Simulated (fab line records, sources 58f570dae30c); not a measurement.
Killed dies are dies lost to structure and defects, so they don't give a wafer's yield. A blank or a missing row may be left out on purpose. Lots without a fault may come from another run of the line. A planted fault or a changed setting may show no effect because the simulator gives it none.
fab line records | flow berkeley_cmos170
record lots=5 wafers=15 last_day=11
route steps=331 shown PWELL@45 WELLDRIVE@55 ACTIVE@60 PFIELD@79
lots that met no fault: from a run of the same line without faults
start_h: hours from the record's first day to the start of the lot's first wafer shown | wait_h: hours since the lot's step before | " the same as in the row above | L1.1+2: a row that stands for several wafers | - no value, or no start given | * or withheld: withheld | < > ~ a bound
route shown NAME@n: a module of which the file shows steps, and the number in the route of the first | usual: mean/standard deviation of fault-free wafers | same: alike in all rows | chamber/n: place in a boat | sites: the reading at each site | _std_site: their standard deviation | _edge_site: outer sites' mean less inner sites' | radius_mm: how far each site lies from the wafer's centre | mask NAME#n: copy n | behind: the tool/chamber that last shaped the wafer | hold: why the lot was held/for how many hours/how that ended | device: the transistor (n, p or np) that didn't switch | end of line: the same wafers' tests at the end of the route | a step without rows: its recipe alone | killed: dies lost to structure and defects at the first sort, not the wafer's yield | map: a wafer's dies, x killed, . not, _ none there
set.NAME: the setting as run; set.NAME@STEP: as run at that earlier step | model.NAME: the simulator's own value behind a step, which no gauge read
lots at some steps of the route; a table a step, a row a wafer
services: from which hour (start_h, from the record's first day; less than 0 if before it) a tool's chamber was out of use, for how many hours, and why
## steps
# step UCB170_PWELL_PEB_11
# recipe peb_temp_c=130 peb_time_s=withheld resist=KrF
# usual resist_line_temp_C=23.01/0.11
# columns lot.wafer tool chamber start_h wait_h resist_line_temp_C
L077.2 litho_track-03 0 71.01 0.9 22.84
L077.3 " 0 " " 23.01
L077.4 " 0 " " 22.88
L080.1 litho_track-01 0 84.87 0.5 23.18
L080.3 " 0 " " 23.19
L080.6 " 0 " " 23.02
L086.1 litho_track-01 0 112.02 0.2 23.00
L086.4 " 0 " " 23.16
L086.5 " 0 " " 22.80
L090.1 litho_track-04 0 131.45 0.2 22.97
L090.2 " 0 " " 22.99
L090.3 " 0 " " 23.06
L092.1 litho_track-01 0 144.30 0.1 23.00
L092.3 " 0 " " 23.03
L092.5 " 0 " " 23.00
# step UCB170_PWELL_DEVELOP_12
# recipe developer=TMAH develop_time_s=45 resist=KrF dev_temp_c=21
# usual resist_line_temp_C=22.99/0.1
# columns lot.wafer tool chamber start_h wait_h resist_line_temp_C
L077.2 litho_track-03 0 - - 23.12
L077.3 " 0 " " 23.08
L077.4 " 0 " " 23.20
L080.1 litho_track-01 0 - - 22.75
L080.3 " 0 " " 22.89
L080.6 " 0 " " 22.81
L086.1 litho_track-01 0 - - 22.90
L086.4 " 0 " " 22.91
L086.5 " 0 " " 22.91
L090.1 litho_track-04 0 - - 23.01
L090.2 " 0 " " 23.11
L090.3 " 0 " " 23.18
L092.1 litho_track-01 0 - - 23.07
L092.3 " 0 " " 22.83
L092.5 " 0 " " 22.97
# step UCB170_PWELL_OVL_MEAS_13
# usual PWELL_OVL=0/5.6
# columns lot.wafer tool chamber start_h wait_h PWELL_OVL[nm]
L077.2 overlay-01 - 71.27 - 0
L077.3 " - " " 1
L077.4 " - " " -6
L080.1 overlay-01 - 85.15 - -9
L080.3 " - " " -7
L080.6 " - " " -6
L086.1 overlay-02 - 112.29 - 8
L086.4 " - " " 3
L086.5 " - " " 12
L090.1 overlay-01 - 131.73 - -3
L090.2 " - " " 0
L090.3 " - " " 1
L092.1 overlay-01 - 144.58 - 4
L092.3 " - " " 8
L092.5 " - " " 0
# step UCB170_PWELL_ETCH_14
# recipe chemistry=CH3F/Ar/O2 target=Si3N4 stop_on=SiO2 CH3F_flow_sccm=20 Ar_flow_sccm=50 O2_flow_sccm=7 pressure_mtorr=50 rf_w=450 target_depth_a=2420 over_etch_frac=0.1 time_s=151
# usual drypump_motor_current_A=5.9/0.39 oes_product_au=0.943/0.014 throttle_valve_pct=8.10/0.12
# columns lot.wafer tool chamber start_h wait_h drypump_motor_current_A oes_product_au rf_hours_counter_h throttle_valve_pct
L077.2 rie_diel-04 3 71.30 0.0 6.1 0.945 128 8.05
L077.3 " 2 " " 5.7 0.946 88 8.17
L077.4 " 3 " " 6.1 0.951 - 8.05
L080.1 rie_diel-02 2 85.19 0.0 6.2 0.971 60 8.32
L080.3 " 0 " " 5.7 0.951 16 8.05
L080.6 " 0 " " 5.7 0.947 - 8.05
L086.1 rie_diel-02 0 112.33 0.0 5.7 0.943 17 8.06
L086.4 " 3 " " 5.3 0.917 131 7.99
L086.5 " 3 " " 5.3 0.922 - 7.99
L090.1 rie_diel-03 3 131.76 0.0 5.0 0.925 55 7.90
L090.2 " 0 " " 6.0 0.933 151 8.06
L090.3 " 2 " " 5.7 0.947 144 8.06
L092.1 rie_diel-03 3 144.61 0.0 5.0 0.933 56 7.88
L092.3 " 2 " " 5.6 0.944 145 8.06
L092.5 " 1 " " 6.4 0.927 - 8.29
# step UCB170_PWELL_IMPLANT_15
# recipe species=B dose_cm2=5e+12 energy_kev=60 tilt_deg=7
# columns lot.wafer tool chamber start_h wait_h
L077.2+3+4 implanter-01 0 71.43 0.1
L080.1+3+6 implanter-01 0 85.29 0.1
L086.1+4+5 implanter-01 0 112.43 0.1
L090.1+2+3 implanter-03 0 131.86 0.1
L092.1+3+5 implanter-01 0 144.71 0.1
# step UCB170_PWELL_STRIP_16
# recipe chemistry=O2 power_w=400 pressure_mtorr=3500 platen_temp_c=withheld o2_flow_sccm=400 overash_fraction=0.5
# usual drypump_motor_current_A=5.8/0.43 o2_flow_sccm=400.1/1.1 oes_product_au=0.721/0.0044 strip_time_to_endpoint_s=18.05/0.071
# columns lot.wafer tool chamber start_h wait_h drypump_motor_current_A o2_flow_sccm oes_product_au rf_hours_counter_h strip_time_to_endpoint_s
L077.2 plasma_asher-04 0 71.55 0.1 5.8 399.6 0.718 22 17.99
L077.3 " 1 " " 5.7 400.1 0.723 - 18.00
L077.4 " 0 " " 5.8 399.9 0.718 - 18.04
L080.1 plasma_asher-04 1 85.44 0.1 5.7 399.0 0.724 24 18.11
L080.3 " 0 " " 5.9 402.0 0.720 - 18.04
L080.6 " 0 " " 5.9 400.1 0.722 - 18.05
L086.1 plasma_asher-02 1 112.58 0.1 5.5 402.6 0.721 44 17.98
L086.4 " 1 " " 5.5 401.5 0.728 - 18.04
L086.5 " 0 " " 6.4 400.9 0.724 - 18.10
L090.1 plasma_asher-02 0 132.01 0.1 6.4 401.9 0.722 46 18.03
L090.2 " 1 " " 5.5 401.2 0.713 46 18.01
L090.3 " 0 " " 6.4 401.1 0.719 - 18.03
L092.1 plasma_asher-02 0 144.86 0.1 6.4 399.2 0.727 48 18.09
L092.3 " 0 " " 6.4 400.1 0.724 - 18.02
L092.5 " 1 " " 5.5 401.4 0.719 - 18.14
# step UCB170_PWELL_TW_MEAS_17
# usual PWELL_TW=378/3.6
# columns lot.wafer tool chamber start_h wait_h PWELL_TW
L077.2 film_metro-01 - 71.66 0.1 382
L077.3 " - " " 380
L077.4 " - " " 381
L080.1 film_metro-04 - 85.54 0.1 383
L080.3 " - " " 382
L080.6 " - " " 381
L086.1 film_metro-01 - 112.68 0.1 380
L086.4 " - " " 380
L086.5 " - " " 379
L090.1 film_metro-01 - 132.11 0.1 380
L090.2 " - " " 380
L090.3 " - " " 380
L092.1 film_metro-01 - 144.96 0.1 381
L092.3 " - " " 382
L092.5 " - " " 381
# step UCB170_PWELL_CLEAN_18
# recipe chemistry=SPM temp_c=120 time_s=600
# columns lot.wafer tool chamber start_h wait_h
L077.2+3+4 wet_bench-01 1 71.71 0.0
L080.1+3+6 wet_bench-02 3 85.60 0.1
L086.1+4+5 wet_bench-01 1 112.74 0.1
L090.1+2+3 wet_bench-01 0 133.52 1.4
L092.1+3+5 wet_bench-02 1 145.02 0.1
# step UCB170_PWELL_WET_ETCH_19
# recipe chemistry=H3PO4 target=Si3N4 temp_c=160 time_s=14400
# columns lot.wafer tool chamber start_h wait_h
L077.2+3+4 wet_bench-04 1 71.89 0.0
L080.1+3+6 wet_bench-02 1 85.77 0.0
L086.1+4+5 wet_bench-01 2 113.12 0.2
L090.1+2+3 wet_bench-01 1 133.94 0.2
L092.1+3+5 wet_bench-02 0 145.20 0.0
# step UCB170_PWELL_WET_ETCH_20
# recipe chemistry=BOE dilution=5:1 target=SiO2 temp_c=25 time_s=22
# columns lot.wafer tool chamber start_h wait_h
L077.2+3+4 wet_bench-02 2 75.89 0.0
L080.1+3+6 wet_bench-02 3 90.03 0.3
L086.1+4+5 wet_bench-04 2 117.77 0.3
L090.1+2+3 wet_bench-04 0 137.95 0.0
L092.1+3+5 wet_bench-01 1 149.21 0.0
# step UCB170_WELLDRIVE_CLEAN_00
# recipe chemistry=SPM temp_c=120 time_s=600
# columns lot.wafer tool chamber start_h wait_h
L077.2+3+4 wet_bench-04 1 75.91 0.0
L080.1+3+6 wet_bench-02 0 90.24 0.2
L086.1+4+5 wet_bench-01 1 117.85 0.1
L090.1+2+3 wet_bench-02 1 137.96 0.0
L092.1+3+5 wet_bench-02 0 149.22 0.0
# step UCB170_WELLDRIVE_OXIDATION_01
# recipe temp_c=1100 ambient=O2 target_thk_a=1990 ox_time_s=9000
# columns lot.wafer tool chamber start_h wait_h
L077.2+3+4 furnace-02 0 80.49 4.4
L080.1+3+6 furnace-01 0 93.08 2.7
L086.1+4+5 furnace-02 0 118.37 0.4
L090.1+2+3 furnace-01 0 146.45 8.3
L092.1+3+5 furnace-02 0 155.72 6.3
# step UCB170_WELLDRIVE_THK_MEAS_02
# recipe reads=SiO2_of_WELLDRIVE_OXIDATION_01
# usual WELLDRIVE_OXIDE_THK=198/3
# columns lot.wafer tool chamber start_h wait_h WELLDRIVE_OXIDE_THK[nm]
L077.2 film_metro-01 - 84.00 0.0 201
L077.3 " - " " 201
L077.4 " - " " 207
L080.1 film_metro-01 - 96.58 0.0 197
L080.3 " - " " 204
L080.6 " - " " 201
L086.1 film_metro-01 - 121.92 0.0 198
L086.4 " - " " 197
L086.5 " - " " 194
L090.1 film_metro-02 - 150.01 0.1 197
L090.2 " - " " 198
L090.3 " - " " 198
L092.1 film_metro-01 - 159.22 0.0 207
L092.3 " - " " 201
L092.5 " - " " 204
# step UCB170_WELLDRIVE_ANNEAL_03
# recipe temp_c=1100 time_s=900 ambient=N2
# columns lot.wafer tool chamber start_h wait_h
L077.2+3+4 furnace-04 0 87.49 3.5
L080.1+3+6 furnace-04 0 97.79 1.2
L086.1+4+5 furnace-01 0 126.48 4.6
L090.1+2+3 furnace-01 0 155.80 5.8
L092.1+3+5 furnace-04 0 162.76 3.5
# step UCB170_WELLDRIVE_WET_ETCH_04
# recipe chemistry=BOE dilution=5:1 target=SiO2 temp_c=25 time_s=120
# columns lot.wafer tool chamber start_h wait_h
L077.2+3+4 wet_bench-02 3 89.78 1.0
L080.1+3+6 wet_bench-04 1 99.04 0.0
L086.1+4+5 wet_bench-04 1 127.73 0.0
L090.1+2+3 wet_bench-04 1 160.05 3.0
L092.1+3+5 wet_bench-02 3 164.01 0.0
# step UCB170_ACTIVE_CLEAN_00
# recipe chemistry=SPM temp_c=120 time_s=600
# columns lot.wafer tool chamber start_h wait_h
L077.2+3+4 wet_bench-02 1 90.05 0.2
L080.1+3+6 wet_bench-02 0 99.08 0.0
L086.1+4+5 wet_bench-04 0 127.78 0.0
L090.1+2+3 wet_bench-04 0 160.11 0.0
L092.1+3+5 wet_bench-02 2 164.05 0.0
# step UCB170_ACTIVE_CLEAN_01
# recipe chemistry=dHF dilution=25:1 time_s=60
# columns lot.wafer tool chamber start_h wait_h
L077.2+3+4 wet_bench-04 1 90.33 0.1
L080.1+3+6 wet_bench-04 2 99.25 0.0
L086.1+4+5 wet_bench-01 0 127.95 0.0
L090.1+2+3 wet_bench-02 1 160.37 0.1
L092.1+3+5 wet_bench-02 0 164.23 0.0
# step UCB170_ACTIVE_OXIDATION_02
# recipe temp_c=1000 ambient=O2 target_thk_a=264 ox_time_s=1260
# columns lot.wafer tool chamber start_h wait_h
L077.2+3+4 furnace-04 0 95.09 4.7
L080.1+3+6 furnace-02 0 103.84 4.6
L086.1+4+5 furnace-02 0 136.68 8.7
L090.1+2+3 furnace-04 0 164.01 3.6
L092.1+3+5 furnace-04 0 166.71 2.5
# step UCB170_ACTIVE_THK_MEAS_03
# recipe reads=SiO2_of_ACTIVE_OXIDATION_02
# usual ACTIVE_OXIDE_THK=26.2/0.6
# columns lot.wafer tool chamber start_h wait_h ACTIVE_OXIDE_THK[nm]
L077.2 film_metro-02 - 96.45 0.0 25.4
L077.3 " - " " 25.7
L077.4 " - " " 25.6
L080.1 film_metro-02 - 105.19 0.0 26.0
L080.3 " - " " 26.3
L080.6 " - " " 26.1
L086.1 film_metro-01 - 138.03 0.0 26.6
L086.4 " - " " 25.6
L086.5 " - " " 26.0
L090.1 film_metro-01 - 165.36 0.0 25.1
L090.2 " - " " 26.0
L090.3 " - " " 25.8
L092.1 film_metro-02 - 168.11 0.0 26.7
L092.3 " - " " 26.2
L092.5 " - " " 26.1
# step UCB170_ACTIVE_ANNEAL_04
# recipe temp_c=1000 time_s=900 ambient=N2
# columns lot.wafer tool chamber start_h wait_h
L077.2+3+4 furnace-01 0 99.27 2.8
L080.1+3+6 furnace-01 0 109.45 4.2
L086.1+4+5 furnace-02 0 146.29 8.2
L090.1+2+3 furnace-01 0 168.48 3.1
L092.1+3+5 furnace-01 0 168.48 0.4
# step UCB170_ACTIVE_CVD_05
# recipe material=Si3N4 target_thk_nm=220 temp_c=800 precursor=SiH2Cl2/NH3 time_s=3300 pressure_mtorr=200 sih2cl2_flow_sccm=25 nh3_flow_sccm=75
# usual susceptor_temp_C=799.9/0.38
# columns lot.wafer tool chamber start_h wait_h susceptor_temp_C
L077.2 lpcvd-01 0 100.52 0.0 799.9
L077.3 " 0 " " 800.1
L077.4 " 0 " " 799.9
L080.1 lpcvd-02 0 111.19 0.5 800.3
L080.3 " 0 " " 800.0
L080.6 " 0 " " 800.2
L086.1 lpcvd-01 1 147.54 0.0 800.4
L086.4 " 1 " " 799.7
L086.5 " 1 " " 800.5
L090.1 lpcvd-01 1 170.28 0.5 800.0
L090.2 " 1 " " 800.0
L090.3 " 1 " " 799.9
L092.1 lpcvd-01 0 170.28 0.5 800.1
L092.3 " 0 " " 799.8
L092.5 " 0 " " 800.8
# step UCB170_ACTIVE_THK_MEAS_06
# recipe reads=Si3N4_of_ACTIVE_CVD_05
# usual ACTIVE_NITRIDE_THK=219.8/1.7
# columns lot.wafer tool chamber start_h wait_h ACTIVE_NITRIDE_THK[nm]
L077.2 film_metro-01 - 102.44 0.0 221.1
L077.3 " - " " 219.8
L077.4 " - " " 221.0
L080.1 film_metro-01 - 113.16 0.1 220.9
L080.3 " - " " 216.9
L080.6 " - " " 219.1
L086.1 film_metro-02 - 149.45 0.0 220.4
L086.4 " - " " 221.1
L086.5 " - " " 220.3
L090.1 film_metro-01 - 172.19 0.0 223.8
L090.2 " - " " 220.2
L090.3 " - " " 222.1
L092.1 film_metro-02 - 172.19 0.0 216.8
L092.3 " - " " 217.3
L092.5 " - " " 218.6
# step UCB170_ACTIVE_HMDS_07
# recipe prime_time_s=60 prime_temp_c=100
# usual resist_line_temp_C=23.02/0.12
# columns lot.wafer tool chamber start_h wait_h resist_line_temp_C
L077.2 litho_track-01 0 102.52 0.1 23.00
L077.3 " 0 " " 23.11
L077.4 " 0 " " 23.09
L080.1 litho_track-01 0 113.22 0.1 23.05
L080.3 " 0 " " 23.10
L080.6 " 0 " " 22.98
L086.1 litho_track-02 0 149.51 0.1 23.01
L086.4 " 0 " " 22.95
L086.5 " 0 " " 23.13
L090.1 litho_track-03 0 172.25 0.1 22.96
L090.2 " 0 " " 22.71
L090.3 " 0 " " 22.87
L092.1 litho_track-01 0 172.25 0.1 23.07
L092.3 " 0 " " 22.81
L092.5 " 0 " " 23.07
# step UCB170_ACTIVE_COAT_08
# recipe resist=KrF spin_rpm=1500 resist_thk_nm=900
# usual resist_line_temp_C=23.00/0.1
# columns lot.wafer tool chamber start_h wait_h resist_line_temp_C
L077.2 litho_track-01 0 102.67 0.1 23.06
L077.3 " 0 " " 23.04
L077.4 " 0 " " 23.14
L080.1 litho_track-01 0 113.37 0.1 22.95
L080.3 " 0 " " 22.93
L080.6 " 0 " " 22.91
L086.1 litho_track-02 0 149.66 0.1 22.80
L086.4 " 0 " " 22.88
L086.5 " 0 " " 22.98
L090.1 litho_track-03 0 172.40 0.1 23.03
L090.2 " 0 " " 22.96
L090.3 " 0 " " 22.92
L092.1 litho_track-01 0 172.40 0.1 23.11
L092.3 " 0 " " 23.06
L092.5 " 0 " " 23.10
# step UCB170_ACTIVE_SOFTBAKE_09
# recipe resist=KrF temp_c=130 time_s=60
# usual resist_line_temp_C=22.99/0.097
# columns lot.wafer tool chamber start_h wait_h resist_line_temp_C
L077.2 litho_track-01 0 102.82 0.1 22.91
L077.3 " 0 " " 23.00
L077.4 " 0 " " 23.02
L080.1 litho_track-01 0 113.52 0.1 22.83
L080.3 " 0 " " 22.99
L080.6 " 0 " " 23.01
L086.1 litho_track-02 0 149.81 0.1 22.98
L086.4 " 0 " " 22.92
L086.5 " 0 " " 23.02
L090.1 litho_track-03 0 172.55 0.1 23.08
L090.2 " 0 " " 23.08
L090.3 " 0 " " 23.06
L092.1 litho_track-01 0 172.55 0.1 22.96
L092.3 " 0 " " 22.93
L092.5 " 0 " " 23.01
# step UCB170_ACTIVE_EXPOSE_10
# recipe mask_id=ACTIVE target_cd_nm=1200 na=0.5 sigma_outer=0.6 source_shape=conventional dose_mj=20
# usual focus_offset_nm=0.1/0.53
# columns lot.wafer tool chamber start_h wait_h mask focus_offset_nm
L077.2 krf_scanner-01 0 102.96 0.1 ACTIVE#0 1.0
L077.3 " 0 " " ACTIVE#0 -0.2
L077.4 " 0 " " ACTIVE#0 0.0
L080.1 krf_scanner-02 0 113.97 0.4 ACTIVE#0 0.4
L080.3 " 0 " " ACTIVE#0 0.3
L080.6 " 0 " " ACTIVE#0 0.0
L086.1 krf_scanner-01 0 150.32 0.5 ACTIVE#0 -0.5
L086.4 " 0 " " ACTIVE#0 -0.2
L086.5 " 0 " " ACTIVE#0 -0.6
L092.1 krf_scanner-02 0 172.95 0.4 ACTIVE#0 1.2
L092.3 " 0 " " ACTIVE#0 1.4
L092.5 " 0 " " ACTIVE#0 0.8
L090.1 krf_scanner-01 0 173.19 0.6 ACTIVE#0 -0.3
L090.2 " 0 " " ACTIVE#0 -0.4
L090.3 " 0 " " ACTIVE#0 -0.4
# step UCB170_ACTIVE_PEB_11
# recipe peb_temp_c=130 peb_time_s=withheld resist=KrF
# usual resist_line_temp_C=23.03/0.11
# columns lot.wafer tool chamber start_h wait_h resist_line_temp_C
L077.2 litho_track-01 0 103.09 0.1 22.96
L077.3 " 0 " " 23.00
L077.4 " 0 " " 23.13
L080.1 litho_track-03 0 114.84 0.8 23.07
L080.3 " 0 " " 23.03
L080.6 " 0 " " 22.94
L086.1 litho_track-01 0 150.44 0.1 22.97
L086.4 " 0 " " 23.04
L086.5 " 0 " " 23.11
L090.1 litho_track-03 0 173.43 0.2 23.04
L090.2 " 0 " " 22.96
L090.3 " 0 " " 23.01
L092.1 litho_track-02 0 173.43 0.5 22.91
L092.3 " 0 " " 22.86
L092.5 " 0 " " 22.98
# step UCB170_ACTIVE_DEVELOP_12
# recipe developer=TMAH develop_time_s=45 resist=KrF dev_temp_c=21
# usual resist_line_temp_C=23.03/0.11
# columns lot.wafer tool chamber start_h wait_h resist_line_temp_C
L077.2 litho_track-01 0 - - 22.93
L077.3 " 0 " " 22.87
L077.4 " 0 " " 22.82
L080.1 litho_track-03 0 - - 22.86
L080.3 " 0 " " 22.86
L080.6 " 0 " " 23.03
L086.1 litho_track-01 0 - - 22.98
L086.4 " 0 " " 22.99
L086.5 " 0 " " 22.98
L090.1 litho_track-03 0 - - 22.99
L090.2 " 0 " " 22.96
L090.3 " 0 " " 23.21
L092.1 litho_track-02 0 - - 22.95
L092.3 " 0 " " 22.89
L092.5 " 0 " " 23.05
# step UCB170_ACTIVE_CD_MEAS_13
# recipe target_cd_nm=1200
# usual cd_nm=1199.5/1.2
# columns lot.wafer tool chamber start_h wait_h cd_nm
L077.2 cd_sem-01 - 103.36 - 1200.9
L077.3 " - " " 1200.8
L077.4 " - " " 1200.4
L080.1 cd_sem-01 - 115.11 - 1200.4
L080.3 " - " " 1198.8
L080.6 " - " " 1199.6
L086.1 cd_sem-01 - 150.75 - 1198.1
L086.4 " - " " 1199.7
L086.5 " - " " 1198.1
L090.1 cd_sem-01 - 173.70 - 1199.5
L090.2 " - " " 1199.9
L090.3 " - " " 1201.0
L092.1 cd_sem-02 - 173.70 - 1201.3
L092.3 " - " " 1200.2
L092.5 " - " " 1199.6
# step UCB170_ACTIVE_OVL_MEAS_14
# usual ACTIVE_OVL=-2/5
# columns lot.wafer tool chamber start_h wait_h ACTIVE_OVL[nm]
L077.2 overlay-01 - 103.46 0.1 6
L077.3 " - " " -6
L077.4 " - " " -1
L080.1 overlay-02 - 115.23 0.1 -6
L080.3 " - " " 0
L080.6 " - " " -4
L086.1 overlay-02 - 150.87 0.1 -10
L086.4 " - " " -5
L086.5 " - " " -11
L090.1 overlay-02 - 173.82 0.1 8
L090.2 " - " " -1
L090.3 " - " " 9
L092.1 overlay-01 - 173.82 0.1 -3
L092.3 " - " " -8
L092.5 " - " " -4
# step UCB170_ACTIVE_ETCH_15
# recipe chemistry=CH3F/Ar/O2 target=Si3N4 stop_on=SiO2 CH3F_flow_sccm=20 Ar_flow_sccm=50 O2_flow_sccm=7 pressure_mtorr=50 rf_w=450 target_depth_a=2420 over_etch_frac=0.1 time_s=151
# usual drypump_motor_current_A=5.9/0.39 oes_product_au=0.940/0.012 throttle_valve_pct=8.07/0.13
# columns lot.wafer tool chamber start_h wait_h drypump_motor_current_A oes_product_au rf_hours_counter_h throttle_valve_pct
L077.2 rie_diel-04 2 103.49 0.0 5.7 0.943 91 8.16
L077.3 " 3 " " 6.1 0.955 130 8.05
L077.4 " 0 " " 6.2 0.938 3 8.20
L080.1 rie_diel-04 0 115.27 0.0 6.2 0.941 3 8.20
L080.3 " 1 " " 6.2 0.940 1 7.86
L080.6 " 0 " " 6.2 0.935 - 8.19
L086.1 rie_diel-04 1 150.91 0.0 6.2 0.951 3 7.83
L086.4 " 0 " " 6.2 0.942 6 8.18
L086.5 " 3 " " 6.1 0.962 - 8.05
L090.1 rie_diel-03 2 173.86 0.0 5.6 0.965 146 8.04
L090.2 " 0 " " 6.0 0.930 153 8.06
L090.3 " 3 " " 5.0 0.947 57 7.91
L092.1 rie_diel-01 0 173.86 0.0 6.3 0.940 3 8.00
L092.3 " 1 " " 5.5 0.934 92 8.06
L092.5 " 3 " " 5.8 0.920 - 8.24
# step UCB170_ACTIVE_STRIP_16
# recipe chemistry=O2 power_w=400 pressure_mtorr=3500 platen_temp_c=withheld o2_flow_sccm=400 overash_fraction=0.5
# usual drypump_motor_current_A=5.6/0.44 o2_flow_sccm=399.8/1.2 oes_product_au=0.721/0.0047 strip_time_to_endpoint_s=18.08/0.09
# columns lot.wafer tool chamber start_h wait_h drypump_motor_current_A o2_flow_sccm oes_product_au rf_hours_counter_h strip_time_to_endpoint_s
L077.2 plasma_asher-04 0 103.59 0.1 5.9 401.0 0.723 26 18.16
L077.3 " 1 " " 5.6 399.6 0.719 - 18.05
L077.4 " 0 " " 5.9 398.6 0.713 - 18.09
L080.1 plasma_asher-03 1 115.37 0.1 5.0 401.3 0.718 36 18.04
L080.3 " 0 " " 5.7 400.0 0.716 - 18.08
L080.6 " 1 " " 5.0 402.0 0.722 - 18.03
L086.1 plasma_asher-04 1 151.01 0.1 5.6 400.5 0.717 31 18.19
L086.4 " 0 " " 5.9 397.8 0.716 - 18.18
L086.5 " 1 " " 5.6 400.6 0.720 - 18.13
L090.1 plasma_asher-01 0 173.96 0.1 5.0 401.5 0.715 5 18.03
L090.2 " 1 " " 6.2 401.0 0.712 5 18.10
L090.3 " 0 " " 4.9 400.4 0.721 - 18.11
L092.1 plasma_asher-03 0 173.96 0.1 5.8 399.3 0.723 42 18.05
L092.3 " 0 " " 5.8 399.9 0.730 - 18.01
L092.5 " 0 " " 5.8 398.3 0.710 - 18.08
# step UCB170_ACTIVE_CD_MEAS_90
# recipe target_cd_nm=1200
# usual cd_nm=1199.6/1.2
# columns lot.wafer tool chamber start_h wait_h cd_nm
L077.2 cd_sem-02 - 103.71 0.1 1201.1
L077.3 " - " " 1200.6
L077.4 " - " " 1200.8
L080.1 cd_sem-02 - 115.58 0.2 1201.2
L080.3 " - " " 1199.3
L080.6 " - " " 1200.1
L086.1 cd_sem-01 - 151.11 0.1 1198.5
L086.4 " - " " 1199.5
L086.5 " - " " 1198.5
L092.1 cd_sem-02 - 174.10 0.1 1201.3
L092.3 " - " " 1200.3
L092.5 " - " " 1200.5
L090.1 cd_sem-01 - 174.22 0.2 1199.5
L090.2 " - " " 1199.5
L090.3 " - " " 1200.8
# step UCB170_ACTIVE_CLEAN_17
# recipe chemistry=SPM temp_c=120 time_s=600
# columns lot.wafer tool chamber start_h wait_h
L077.2+3+4 wet_bench-04 2 103.81 0.1
L080.1+3+6 wet_bench-04 3 117.49 1.9
L086.1+4+5 wet_bench-01 2 151.23 0.1
L092.1+3+5 wet_bench-04 1 174.22 0.1
L090.1+2+3 wet_bench-02 3 174.34 0.1
# step UCB170_PFIELD_HMDS_00
# recipe prime_time_s=60 prime_temp_c=100
# usual resist_line_temp_C=22.97/0.1
# columns lot.wafer tool chamber start_h wait_h resist_line_temp_C
L077.2 litho_track-04 0 104.01 0.0 22.91
L077.3 " 0 " " 22.98
L077.4 " 0 " " 22.84
L080.1 litho_track-02 0 117.66 0.0 22.88
L080.3 " 0 " " 22.74
L080.6 " 0 " " 23.01
L086.1 litho_track-04 0 151.51 0.1 23.10
L086.4 " 0 " " 23.13
L086.5 " 0 " " 23.02
L092.1 litho_track-02 0 174.98 0.6 22.91
L092.3 " 0 " " 22.95
L092.5 " 0 " " 23.08
L090.1 litho_track-03 0 175.15 0.6 22.91
L090.2 " 0 " " 23.12
L090.3 " 0 " " 23.02
# step UCB170_PFIELD_COAT_01
# recipe resist=KrF spin_rpm=1500 resist_thk_nm=900
# usual resist_line_temp_C=22.99/0.11
# columns lot.wafer tool chamber start_h wait_h resist_line_temp_C
L077.2 litho_track-04 0 104.16 0.1 22.96
L077.3 " 0 " " 23.00
L077.4 " 0 " " 22.94
L080.1 litho_track-02 0 117.81 0.1 22.91
L080.3 " 0 " " 23.08
L080.6 " 0 " " 23.01
L086.1 litho_track-04 0 151.66 0.1 22.92
L086.4 " 0 " " 22.98
L086.5 " 0 " " 23.00
L092.1 litho_track-02 0 175.13 0.1 22.83
L092.3 " 0 " " 22.80
L092.5 " 0 " " 23.00
L090.1 litho_track-03 0 175.30 0.1 23.11
L090.2 " 0 " " 23.12
L090.3 " 0 " " 23.08
## services
# columns tool chamber start_h hours kind
krf_scanner-01 - 51.88 1.1 repair
rie_diel-01 0 61.01 1.3 repair
rie_diel-03 0 62.24 4.3 repair
furnace-04 - 65.46 3.2 pm
rie_diel-03 - 68.37 0.5 repair
rie_diel-01 3 68.71 2.6 repair
krf_scanner-01 - 69.36 4.0 pm
implanter-03 - 72.94 8.7 repair
krf_scanner-01 - 83.79 0.8 pm
krf_scanner-02 - 108.53 1.3 pm
rie_diel-03 3 109.63 5.5 repair
krf_scanner-02 - 109.83 1.0 pm
implanter-01 - 112.95 3.8 repair
implanter-01 - 116.72 10.5 pm
furnace-02 - 129.81 3.7 pm
implanter-01 - 130.37 2.7 repair
krf_scanner-02 - 131.96 0.8 pm
krf_scanner-01 - 132.71 1.3 pm
furnace-02 - 138.03 3.8 pm
plasma_asher-03 - 147.44 0.7 repair
krf_scanner-01 - 148.75 1.0 pm
rie_diel-02 - 160.83 2.8 pm
rie_diel-03 1 161.55 9.5 repair
rie_diel-04 - 173.00 2.8 pm
## key
fault none
